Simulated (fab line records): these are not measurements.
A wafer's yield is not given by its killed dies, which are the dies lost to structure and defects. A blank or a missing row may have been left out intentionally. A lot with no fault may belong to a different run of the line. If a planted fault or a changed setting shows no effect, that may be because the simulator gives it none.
Which tool is to blame? | flow ritCmos | 7 lots with 21 wafers sampled at 2 steps, on a route of 202 steps

## WHAT EACH GAUGE READ, for each wafer
RIT_GATE_OVL_MEAS_17.
lot  | measured    | on         | GATE_OVL (nm)
L438 | day 3 10:04 | overlay-02 | 2.1 1.3 2.8
L443 | day 4 10:42 | overlay-02 | -0.2 0.5 0.3
L445 | day 4 16:38 | overlay-01 | -2.3 -2.8 -2.6
L447 | day 5 05:21 | overlay-02 | -0.3 0.0 -0.2
L449 | day 5 09:01 | overlay-01 | -1.3 -1.4 -0.8
L452 | day 6 04:26 | overlay-01 | -0.4 -1.6 -2.0
L454 | day 6 10:10 | overlay-01 | -150.8 -150.0 -150.2

## EACH LOT AND THE TOOL THAT RAN IT (in order: tool; ch and the chambers of the sampled wafers; start)
lot  | RIT_GATE_EXPOSE_13
L438 | ilineStepper-01 ch 0, day 3 09:28
L443 | ilineStepper-01 ch 0, day 4 10:11
L445 | ilineStepper-01 ch 0, day 4 16:07
L447 | ilineStepper-01 ch 0, day 5 04:50
L449 | ilineStepper-02 ch 0, day 5 08:31
L452 | ilineStepper-02 ch 0, day 6 03:52
L454 | ilineStepper-01 ch 0, day 6 09:40
- RIT_GATE_EXPOSE_13: exposes mask M6, target cd 150 nm.

## THE ANSWER, worked out from the rows above alone
Rule: what is usual is taken from the lots themselves. Put in order of their means at a reading, lots are off if they are a third of the lots or fewer, leave a main group of 4 or more, and stand apart from it by a gap of 3 or more times the standard deviation of the main group's means; of several such gaps the widest counts. A main group whose means are all the same, to the digits that the tables above print for the reading, isn't used. Also off: a lot with no number at a reading for which 4 or more lots have one. Where the step has rows for the other lots, those lots are counted as sound.
Off: L454, at RIT_GATE_OVL_MEAS_17 (GATE_OVL). The main group: mean -0.5 nm, standard deviation 1.4.
If a tool, at a process step before that reading, ran all the lots that are off and no sound lot after the first of them, it fits. The gauges at RIT_GATE_OVL_MEAS_17 are tried like those tools. 2 tools fit, ilineStepper-01 at RIT_GATE_EXPOSE_13 and overlay-01 at RIT_GATE_OVL_MEAS_17, so this cannot tell which one it is.

## WHAT WAS PUT IN BY THE SIMULATOR
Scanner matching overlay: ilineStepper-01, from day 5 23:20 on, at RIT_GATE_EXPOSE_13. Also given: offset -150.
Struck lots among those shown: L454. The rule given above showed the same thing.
